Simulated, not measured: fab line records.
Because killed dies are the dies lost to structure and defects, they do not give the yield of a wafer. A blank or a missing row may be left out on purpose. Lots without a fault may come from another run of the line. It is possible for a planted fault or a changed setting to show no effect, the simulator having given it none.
Which tool did it?    flow ritCmos    21 wafers sampled from 7 lots at 1 step of a route of 202

## WHAT EACH GAUGE READ, for each wafer
RIT_NRETRO_OVL_MEAS_06.
lot   measured     on          NRETRO_OVL (nm)
L525  day 2 18:38  overlay-02  -2.1 -1.8 -1.0
L528  day 3 09:01  overlay-02  -0.1 0.8 0.7
L531  day 3 22:54  overlay-02  0.4 -1.0 -1.3
L533  day 4 10:57  overlay-02  -2.1 0.5 -0.3
L540  day 5 20:53  overlay-01  0.3 0.3 0.0
L542  day 6 08:23  overlay-01  0.0 0.5 2.4
L546  day 7 02:46  overlay-01  1.7 1.8 0.6

## WHICH TOOL RAN EACH LOT (tool, then ch and the chambers of the sampled wafers, then the start)
The record shows no process step preceding these readings.

## THE ANSWER, worked out from the rows above alone
Rule: the lots themselves supply what counts as usual. The widest of any qualifying gaps counts: lots, ordered by their means at a reading, are off when they make up no more than a third of the lots, leave a main group of 4 or more, and stand apart from it by 3 or more times the standard deviation of that group's means. A main group is skipped when, at the precision printed for the reading in the tables above, its means are all equal. Also off: a lot with no number at a reading for which 4 or more lots have one. The other lots that the step has rows for count as sound.
Nothing can be told from this: no lot is off at any reading shown.

## WHAT THE SIMULATOR HAD PUT IN
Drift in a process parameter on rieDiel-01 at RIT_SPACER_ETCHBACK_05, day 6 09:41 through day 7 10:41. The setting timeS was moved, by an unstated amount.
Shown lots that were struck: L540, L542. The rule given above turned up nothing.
